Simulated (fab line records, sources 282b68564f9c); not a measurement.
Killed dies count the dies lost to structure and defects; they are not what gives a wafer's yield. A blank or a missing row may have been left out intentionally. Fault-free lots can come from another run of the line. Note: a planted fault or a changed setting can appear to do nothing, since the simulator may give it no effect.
fab line records -- flow ritCmos
record lots=5, wafers=13, lastDay=7
route steps=202 shown CONTACT@172 M1@184
lots untouched by any fault: they come from a run of this same line in which no faults occurred
startH: start of the lot's first displayed wafer, in hours after the record's first day -- waitH: hours elapsed since this lot's preceding step -- " unchanged from the row above -- L1.1+2: one row covering several wafers at once -- - no value, or no start was given -- * or withheld: withheld -- < > ~ a bound
route shown NAME@n: names a module that has steps shown in the file, with the first one's number in the route -- usual: the fault-free wafers' mean and standard deviation -- same: alike in all rows -- chamber/n: place in a boat -- sites: the reading at each site -- _std_site: standard deviation across them -- _edge_site: inner sites' mean taken away from outer sites' mean -- radiusMm: how far each site lies from the wafer's centre -- mask NAME#n: copy n -- behind: the most recent tool/chamber to have shaped the wafer -- hold: the reason the lot was held/the length of the hold in hours/how it ended -- device: whichever transistor did not switch (one of n, p or np) -- end of line: the tests these same wafers got at the end of their route -- for a step that has no rows: nothing shown but its recipe -- killed: dies lost to structure and defects at the first sort, not the wafer's yield -- map: a wafer's dies, marking killed ones x, the rest . and places with no die _
set.NAME: setting as actually run; set.NAME@STEP: the setting as run at that earlier step -- model.NAME: the simulator's own value behind a step, which no gauge read
lots at selected steps of the route; one table per step, one row per wafer
services: a tool's chamber out of use, with start hour (startH, from the record's first day; less than 0 if before it), hours out, and reason
## steps
# step RIT_CONTACT_SOFTBAKE_04
# recipe resist=NOVOLAK, tempC=90, timeS=60
# step RIT_CONTACT_EXPOSE_05
# recipe maskId=M11, na=0.6, sourceShape=conventional, sigmaOuter=0.5, targetCdNm=1000, doseMj=250
# step RIT_CONTACT_PEB_06
# recipe resist=NOVOLAK, tempC=withheld, timeS=withheld
# step RIT_CONTACT_DEVELOP_07
# recipe resist=NOVOLAK, developTimeS=120, devTempC=23
# step RIT_CONTACT_CD_MEAS_08
# recipe targetCdNm=1000
# usual cdNm=999.3/1.8
lot.wafer,tool,chamber,startH,waitH,cdNm
L881.2,cdSem-01,-,66.84,-,1000.8
L881.4,cdSem-01,-,66.84,-,1002.0
L881.6,cdSem-01,-,66.84,-,999.4
L886.1,cdSem-02,-,91.23,-,998.8
L886.4,cdSem-02,-,91.23,-,999.9
L886.6,cdSem-02,-,91.23,-,999.9
L894.1,cdSem-01,-,132.05,-,998.4
L897.4,cdSem-02,-,146.91,-,997.4
L897.5,cdSem-02,-,146.91,-,999.0
L897.6,cdSem-02,-,146.91,-,998.9
L899.2,cdSem-02,-,156.27,-,995.5
L899.4,cdSem-02,-,156.27,-,996.5
L899.6,cdSem-02,-,156.27,-,996.4
# step RIT_CONTACT_OVL_MEAS_09
# usual CONTACT_OVL=0.2/1.2
lot.wafer,tool,chamber,startH,waitH,CONTACT_OVL[nm]
L881.2,overlay-02,-,66.95,0.1,0.2
L881.4,overlay-02,-,66.95,0.1,1.0
L881.6,overlay-02,-,66.95,0.1,-1.4
L886.1,overlay-01,-,91.35,0.1,1.3
L886.4,overlay-01,-,91.35,0.1,0.6
L886.6,overlay-01,-,91.35,0.1,0.7
L894.1,overlay-02,-,132.17,0.1,-3.5
L897.4,overlay-02,-,146.99,0.1,-0.8
L897.5,overlay-02,-,146.99,0.1,-0.5
L897.6,overlay-02,-,146.99,0.1,0.1
L899.2,overlay-02,-,156.38,0.1,0.1
L899.4,overlay-02,-,156.38,0.1,-0.7
L899.6,overlay-02,-,156.38,0.1,-1.1
# step RIT_CONTACT_HARDBAKE_10
# recipe resist=NOVOLAK, tempC=140, timeS=60
# step RIT_CONTACT_ETCH_11
# recipe targetDepthA=4800, overEtchFrac=0.2, stopOn=TiSi2, chemistry=CHF3/CF4/Ar, target=SiO2, CHF3_flow_sccm=50, cf4FlowSccm=10, Ar_flow_sccm=100, O2_flow_sccm=5, pressureMtorr=100, rfW=206.3, timeS=320
# usual drypumpMotorCurrentA=5.6/0.33, oesProductAu=0.995/0.0096, throttleValvePct=8.82/0.1
# same timeS=320
lot.wafer,tool,chamber,startH,waitH,drypumpMotorCurrentA,oesProductAu,rfHoursCounterH,throttleValvePct
L881.2,rieDiel-01,1,67.13,0.1,5.4,0.977,109,8.88
L881.4,rieDiel-01,3,67.13,0.1,5.8,0.986,164,8.89
L881.6,rieDiel-01,1,67.13,0.1,5.4,0.975,-,8.88
L886.1,rieDiel-03,2,91.53,0.1,5.2,0.975,4,8.97
L886.4,rieDiel-03,1,91.53,0.1,5.6,0.993,74,8.80
L886.6,rieDiel-03,3,91.53,0.1,5.8,0.984,-,8.82
L894.1,rieDiel-01,1,132.55,0.1,5.4,0.986,110,8.87
L897.4,rieDiel-04,1,147.16,0.1,5.0,1.006,108,8.66
L897.5,rieDiel-04,0,147.16,0.1,5.4,1.010,-,8.72
L897.6,rieDiel-04,3,147.16,0.1,5.7,0.996,-,8.67
L899.2,rieDiel-01,2,156.56,0.1,6.1,1.000,148,8.79
L899.4,rieDiel-01,0,156.56,0.1,6.1,0.997,68,8.80
L899.6,rieDiel-01,2,156.56,0.1,6.1,1.002,-,8.81
# step RIT_CONTACT_STRIP_12
# recipe chemistry=O2, timeS=180, resist=NOVOLAK, platenTempC=withheld, powerW=500, pressureMtorr=4000, o2FlowSccm=4000
# usual drypumpMotorCurrentA=5.86/0.29, rfReflPowerW=6.2/1.8
# same timeS=180
lot.wafer,tool,chamber,startH,waitH,drypumpMotorCurrentA,rfHoursCounterH,rfReflPowerW
L881.2,plasmaAsher-03,1,67.32,0.1,5.51,41,4.9
L881.4,plasmaAsher-03,1,67.32,0.1,5.49,-,4.7
L881.6,plasmaAsher-03,0,67.32,0.1,6.04,-,6.2
L886.1,plasmaAsher-03,0,91.73,0.1,6.06,44,6.2
L886.4,plasmaAsher-03,0,91.73,0.1,6.05,-,6.3
L886.6,plasmaAsher-03,0,91.73,0.1,6.06,-,6.5
L894.1,plasmaAsher-02,0,132.74,0.1,5.92,36,8.0
L897.4,plasmaAsher-02,0,147.41,0.2,5.94,-,8.1
L897.5,plasmaAsher-02,0,147.41,0.2,5.94,-,8.1
L897.6,plasmaAsher-02,1,147.41,0.2,5.79,-,9.7
L899.2,plasmaAsher-01,0,156.75,0.1,5.55,51,4.7
L899.4,plasmaAsher-01,1,156.75,0.1,6.32,-,4.9
L899.6,plasmaAsher-01,0,156.75,0.1,5.55,-,4.6
# step RIT_CONTACT_CD_MEAS_90
# recipe targetCdNm=1000
# usual cdNm=999.5/1.8
lot.wafer,tool,chamber,startH,waitH,cdNm
L881.2,cdSem-01,-,67.52,0.1,1001.0
L881.4,cdSem-01,-,67.52,0.1,1002.0
L881.6,cdSem-01,-,67.52,0.1,999.5
L886.1,cdSem-01,-,91.90,0.1,999.7
L886.4,cdSem-01,-,91.90,0.1,1000.2
L886.6,cdSem-01,-,91.90,0.1,1000.2
L894.1,cdSem-02,-,132.92,0.1,999.1
L897.4,cdSem-02,-,147.59,0.1,997.8
L897.5,cdSem-02,-,147.59,0.1,999.5
L897.6,cdSem-02,-,147.59,0.1,999.7
L899.2,cdSem-01,-,156.95,0.1,996.0
L899.4,cdSem-01,-,156.95,0.1,997.1
L899.6,cdSem-01,-,156.95,0.1,997.0
# step RIT_CONTACT_CLEAN_13
# recipe chemistry=SC1, mix=3:3:50, timeS=600, tempC=75
# step RIT_CONTACT_CLEAN_14
# recipe chemistry=SC2, mix=3:3:50, timeS=600, tempC=75, dry=n2Spin
# step RIT_M1_SPUTTER_00
# recipe material=Al, targetThkNm=400, powerW=2000, chamberPressurePa=0.4, gas=Ar, timeS=500, substrateTempC=25
# usual cathodeDcPowerW=2000.0/0.38, throttleValvePct=30.1/0.8
# same timeS=500
lot.wafer,tool,chamber,startH,waitH,cathodeDcPowerW,throttleValvePct,model.Al_of_M1_SPUTTER_00.thkNm
L881.2,pvdSputter-04,-,68.00,0.0,1999.8,30.3,403.1
L881.4,pvdSputter-04,-,68.00,0.0,2000.4,30.8,403
L881.6,pvdSputter-04,-,68.00,0.0,1999.4,30.5,403
L886.1,pvdSputter-01,-,92.41,0.0,1999.4,30.1,395.3
L886.4,pvdSputter-01,-,92.41,0.0,1999.8,30.3,396.6
L886.6,pvdSputter-01,-,92.41,0.0,1999.9,31.1,395.5
L894.1,pvdSputter-01,-,133.40,0.0,1497.0,30.4,300
L897.4,pvdSputter-04,-,148.00,0.0,2000.3,28.8,399.3
L897.5,pvdSputter-04,-,148.00,0.0,2000.3,28.6,398.4
L897.6,pvdSputter-04,-,148.00,0.0,1999.5,30.6,401.1
L899.2,pvdSputter-04,-,157.43,0.0,1999.8,28.7,397
L899.4,pvdSputter-04,-,157.43,0.0,1999.7,28.5,397.4
L899.6,pvdSputter-04,-,157.43,0.0,2000.3,30.4,397.7
# step RIT_M1_RS_MEAS_01
# recipe thkMeasGauge=four-point-probe, reads=Al_of_M1_SPUTTER_00
# usual M1_AL_RS=0.0737/0.00078
lot.wafer,tool,chamber,startH,waitH,M1_AL_RS[ohm/sq]
L881.2,filmMetro-04,-,68.31,0.2,0.0728
L881.4,filmMetro-04,-,68.31,0.2,0.0728
L881.6,filmMetro-04,-,68.31,0.2,0.0727
L886.1,filmMetro-04,-,92.70,0.1,0.0743
L886.4,filmMetro-04,-,92.70,0.1,0.0741
L886.6,filmMetro-04,-,92.70,0.1,0.0742
L894.1,filmMetro-03,-,133.70,0.1,0.0989
L897.4,filmMetro-04,-,148.65,0.4,0.0736
L897.5,filmMetro-04,-,148.65,0.4,0.0735
L897.6,filmMetro-04,-,148.65,0.4,0.0733
L899.2,filmMetro-03,-,157.75,0.2,0.0740
L899.4,filmMetro-03,-,157.75,0.2,0.0740
L899.6,filmMetro-03,-,157.75,0.2,0.0739
# step RIT_M1_THK_MEAS_02
# recipe thkMeasGauge=xrf, reads=Al_of_M1_SPUTTER_00
# usual M1_AL_THK=394/5
lot.wafer,tool,chamber,startH,waitH,M1_AL_THK[nm]
L881.2,filmMetro-04,-,68.42,0.1,401
L881.4,filmMetro-04,-,68.42,0.1,399
L881.6,filmMetro-04,-,68.42,0.1,402
L886.1,filmMetro-04,-,92.82,0.1,394
L886.4,filmMetro-04,-,92.82,0.1,392
L886.6,filmMetro-04,-,92.82,0.1,392
L894.1,filmMetro-03,-,133.82,0.1,297
L897.4,filmMetro-04,-,148.74,0.1,393
L897.5,filmMetro-04,-,148.74,0.1,394
L897.6,filmMetro-04,-,148.74,0.1,395
L899.2,filmMetro-03,-,157.86,0.1,394
L899.4,filmMetro-03,-,157.86,0.1,393
L899.6,filmMetro-03,-,157.86,0.1,393
# step RIT_M1_HMDS_03
# recipe primeTimeS=60, primeTempC=140
# step RIT_M1_COAT_04
# recipe resist=NOVOLAK, spinRpm=2000, resistThkNm=1300
# step RIT_M1_SOFTBAKE_05
# recipe resist=NOVOLAK, tempC=90, timeS=60
# step RIT_M1_EXPOSE_06
# recipe maskId=M12, na=0.6, sourceShape=conventional, sigmaOuter=0.5, targetCdNm=2600, doseMj=250
# step RIT_M1_PEB_07
# recipe resist=NOVOLAK, tempC=withheld, timeS=withheld
# step RIT_M1_DEVELOP_08
# recipe resist=NOVOLAK, developTimeS=68, devTempC=23
# step RIT_M1_CD_MEAS_09
# recipe targetCdNm=2600
# usual cdNm=2600.6/2.5
lot.wafer,tool,chamber,startH,waitH,cdNm
L881.2,cdSem-01,-,69.37,-,2597.6
L881.4,cdSem-01,-,69.37,-,2598.9
L881.6,cdSem-01,-,69.37,-,2598.3
L886.1,cdSem-02,-,93.76,-,2600.5
L886.4,cdSem-02,-,93.76,-,2599.0
L886.6,cdSem-02,-,93.76,-,2597.9
L894.1,cdSem-02,-,134.95,-,2596.4
L897.4,cdSem-02,-,149.74,-,2598.3
L897.5,cdSem-02,-,149.74,-,2599.3
L897.6,cdSem-02,-,149.74,-,2597.3
L899.2,cdSem-02,-,159.04,-,2600.6
L899.4,cdSem-02,-,159.04,-,2599.4
L899.6,cdSem-02,-,159.04,-,2600.7
# step RIT_M1_OVL_MEAS_10
# usual M1_OVL=0.6/1.5
lot.wafer,tool,chamber,startH,waitH,M1_OVL[nm]
L881.2,overlay-01,-,69.48,0.1,1.0
L881.4,overlay-01,-,69.48,0.1,-1.0
L881.6,overlay-01,-,69.48,0.1,1.9
L886.1,overlay-01,-,93.88,0.1,-0.1
L886.4,overlay-01,-,93.88,0.1,2.4
L886.6,overlay-01,-,93.88,0.1,1.5
L894.1,overlay-01,-,135.07,0.1,0.5
L897.4,overlay-02,-,149.82,0.1,-0.8
L897.5,overlay-02,-,149.82,0.1,-0.5
L897.6,overlay-02,-,149.82,0.1,-0.9
L899.2,overlay-02,-,159.14,0.1,0.9
L899.4,overlay-02,-,159.14,0.1,2.3
L899.6,overlay-02,-,159.14,0.1,1.9
# step RIT_M1_HARDBAKE_11
# recipe resist=NOVOLAK, tempC=140, timeS=120
# step RIT_M1_METAL_ETCH_12
# recipe stopOn=SiO2, chemistry=Cl2/BCl3, target=Al, timeS=165, overEtchFrac=0.5, pressureMtorr=100, targetDepthA=6000, rfW=250, Cl2_flow_sccm=60, bcl3FlowSccm=50
# usual drypumpMotorCurrentA=5.5/0.54, oesProductAu=0.777/0.011, throttleValvePct=8.27/0.046
# same timeS=165
lot.wafer,tool,chamber,startH,waitH,drypumpMotorCurrentA,oesProductAu,rfHoursCounterH,throttleValvePct
L881.2,rieMetal-04,1,69.76,0.2,6.4,0.792,2,8.23
L881.4,rieMetal-04,1,69.76,0.2,6.4,0.796,-,8.25
L881.6,rieMetal-04,0,69.76,0.2,5.2,0.768,-,8.26
L886.1,rieMetal-02,1,94.17,0.2,5.7,0.776,4,8.29
L886.4,rieMetal-02,1,94.17,0.2,5.7,0.779,-,8.28
L886.6,rieMetal-02,1,94.17,0.2,5.7,0.774,-,8.28
L894.1,rieMetal-03,1,135.36,0.2,5.9,0.675,35,8.20
L897.4,rieMetal-02,0,150.15,0.1,4.8,0.777,-,8.31
L897.5,rieMetal-02,1,150.15,0.1,5.7,0.785,-,8.30
L897.6,rieMetal-02,0,150.15,0.1,4.8,0.781,-,8.28
L899.2,rieMetal-03,1,159.42,0.2,5.9,0.790,0,8.18
L899.4,rieMetal-03,1,159.42,0.2,5.9,0.795,-,8.19
L899.6,rieMetal-03,0,159.42,0.2,5.1,0.770,-,8.33
# step RIT_M1_STRIP_13
# recipe chemistry=nmp, resist=NOVOLAK, tempC=80, timeS=600, dry=n2Spin
# step RIT_M1_PROBE_99
# usual killed_at_M0_to_M3=0.0/0.18, killedAtFrontEnd=6.6/3, killedDies=7/3, killedOpen=3.3/2, killedShort=3.4/2
# same grossDies=264, killed_at_M4_up=0, killedAtBackSide=0, killedAtContacts=0, killedAtOther=0
lot.wafer,tool,chamber,startH,waitH,killed_at_M0_to_M3,killedAtFrontEnd,killedDies,killedOpen,killedShort,model.etest.pmosTurned.rOnOhmUm,model.etest.pmos_0p3.rOnOhmUm,model.etest.pmos_0p15.rOnOhmUm,model.etest.pldd.rsOhmSq,model.etest.nmos_0p15.rOnOhmUm,model.etest.nmos_0p3.rOnOhmUm,model.etest.pldd.lineOhmUm,model.etest.nldd.rsOhmSq
L881.2,prober-01,-,72.66,0.1,0,10,10,5,5,3383,6253,2745,488.4,1123,2173,153.1,364.7
L881.4,prober-01,-,72.76,0.2,0,5,5,4,1,3464,6245,2804,498.2,1157,2160,155.8,365.3
L881.6,prober-01,-,72.86,0.2,0,8,8,0,8,3414,6213,2781,492.7,1140,2179,153.6,359.1
L886.1,prober-01,-,96.60,0.1,0,6,6,4,2,3568,6528,2902,507.3,1155,2201,160.7,372.5
L886.4,prober-01,-,96.75,0.2,1,7,8,5,3,3491,6424,2868,499.4,1149,2188,156.5,369.8
L886.6,prober-01,-,96.85,0.2,0,5,5,3,2,3610,6529,2897,519.6,1156,2208,165.5,375.8
L894.1,prober-02,-,137.61,0.1,0,5,5,2,3,9641,8036,4557,1562,1600,2597,494.7,641.2
L897.4,prober-01,-,153.71,0.2,0,6,6,3,3,3642,6389,2906,565.5,1137,2174,177.5,374.7
L897.5,prober-01,-,153.76,0.2,0,6,6,4,2,3700,6468,2994,556.2,1158,2189,175.6,372.2
L897.6,prober-01,-,153.81,0.2,0,4,4,4,0,3629,6426,2952,539.3,1143,2172,171,367.8
L899.2,prober-02,-,161.76,0.1,0,13,13,5,8,3510,6330,2839,534.7,1132,2145,167.1,370.4
L899.4,prober-02,-,161.86,0.2,0,1,1,0,1,3500,6419,2839,538.2,1117,2168,171.9,375
L899.6,prober-02,-,161.96,0.2,0,5,5,2,3,3507,6420,2812,539.7,1134,2172,170,375.7
# killed by level:class
L881.2 GATE:geometricParticle:short=3 GATE:geometricParticle:open=2 REOX:geometricParticle:short=2 SPACER:geometricParticle:open=2 FOX2:geometricParticle:open=1
L881.4 SPACER:geometricParticle:open=2 FOX1:geometricParticle:open=1 GATE:geometricParticle:short=1 GATE:geometricParticle:open=1
L881.6 GATE:geometricParticle:short=5 SILICIDE:geometricParticle:short=2 SPACER:geometricParticle:short=1
L886.1 GATE:geometricParticle:short=2 SILICIDE:geometricParticle:open=2 GATE:geometricParticle:open=1 REOX:geometricParticle:open=1
L886.4 GATE:geometricParticle:open=3 FOX1:geometricParticle:open=2 FOX1:geometricParticle:short=1 SPACER:geometricParticle:short=1 M1:geometricParticle:short=1
L886.6 FOX1:geometricParticle:short=1 FOX1:geometricParticle:open=1 GATE:geometricParticle:open=1 REOX:geometricParticle:short=1 SPACER:geometricParticle:open=1
L894.1 FOX1:geometricParticle:short=1 GATE:geometricParticle:short=1 SPACER:geometricParticle:open=1 SILICIDE:geometricParticle:short=1 SILICIDE:geometricParticle:open=1
L897.4 FOX1:geometricParticle:short=2 FOX1:geometricParticle:open=1 GATE:geometricParticle:open=1 SPACER:geometricParticle:short=1 SPACER:geometricParticle:open=1
L897.5 GATE:geometricParticle:open=2 GATE:geometricParticle:short=2 FOX1:geometricParticle:open=1 REOX:geometricParticle:open=1
L897.6 GATE:geometricParticle:open=3 SPACER:geometricParticle:open=1
L899.2 GATE:geometricParticle:short=3 FOX2:geometricParticle:short=2 GATE:geometricParticle:open=2 SPACER:geometricParticle:open=2 FOX1:geometricParticle:open=1 FOX1:geometricParticle:short=1 SPACER:geometricParticle:short=1 SILICIDE:geometricParticle:short=1
L899.4 REOX:geometricParticle:short=1
L899.6 SPACER:geometricParticle:open=2 SILICIDE:geometricParticle:short=2 SPACER:geometricParticle:short=1
## services
tool,chamber,startH,hours,kind
rieMetal-02,0,92.16,5.9,repair
rieDiel-01,3,99.00,7.7,repair
rieDiel-01,3,106.66,-,clean
rieDiel-01,3,106.66,23.5,scheduledDown
rieDiel-01,3,106.66,23.5,ventCycle
rieDiel-04,0,106.71,3.4,repair
plasmaAsher-03,-,108.75,9.0,pm
plasmaAsher-03,0,108.75,9.0,ventCycle
plasmaAsher-03,1,108.75,9.0,ventCycle
plasmaAsher-03,0,117.75,-,clean
plasmaAsher-03,1,117.75,-,clean
rieDiel-01,0,118.56,13.5,repair
rieDiel-03,-,120.31,2.8,pm
rieMetal-03,-,136.12,20.0,pm
rieMetal-03,0,136.12,20.0,ventCycle
rieMetal-03,1,136.12,20.0,ventCycle
pvdSputter-04,-,139.98,4.9,repair
rieDiel-04,-,141.30,0.2,repair
plasmaAsher-03,-,153.41,2.8,pm
rieMetal-03,0,156.12,-,clean
rieMetal-03,1,156.12,-,clean
## key
firstSign step=RIT_M1_SPUTTER_00, reading=cathodeDcPowerW, direction=down, sigmas=99+, usual=2000.0, struck=1497.0
effect step=RIT_M1_RS_MEAS_01, reading=M1_AL_RS, direction=up, sigmas=32, usual=0.0737, struck=0.0989
effect step=RIT_M1_THK_MEAS_02, reading=M1_AL_THK, direction=down, sigmas=20, usual=394, struck=297
effect step=RIT_M1_METAL_ETCH_12, reading=oesProductAu, direction=down, sigmas=9.7, usual=0.777, struck=0.675
modelEffect step=RIT_M1_SPUTTER_00, value=Al_of_M1_SPUTTER_00.thkNm, without=400.5, struck=300
modelEffect step=RIT_M1_PROBE_99, value=etest.pmosTurned.rOnOhmUm, without=3713, struck=9641
metAt RIT_M1_SPUTTER_00
struckWafers L894.1
testerLeftOut L894
onsetBetween 92.41 133.40
earlierFault kind=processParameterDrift, tool=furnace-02, chamber=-, onsetH=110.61, steps=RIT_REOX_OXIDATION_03, channel=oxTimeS, offset=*, shape=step, endH=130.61, actsIn=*, stated=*
fault kind=processParameterDrift, tool=pvdSputter-01, chamber=-, onsetH=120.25, steps=RIT_M1_SPUTTER_00, channel=powerW, offset=-502.86, shape=step, stated=2000, scope=struckWafersOnly
# testerLeftOut: of these lots the tester's yield and bins aren't shown, on N5 and GAA mostly nor the transistor test; their killed dies are dies lost to structure and defects alone, not to doping, threshold or leakage, so they don't give the yield
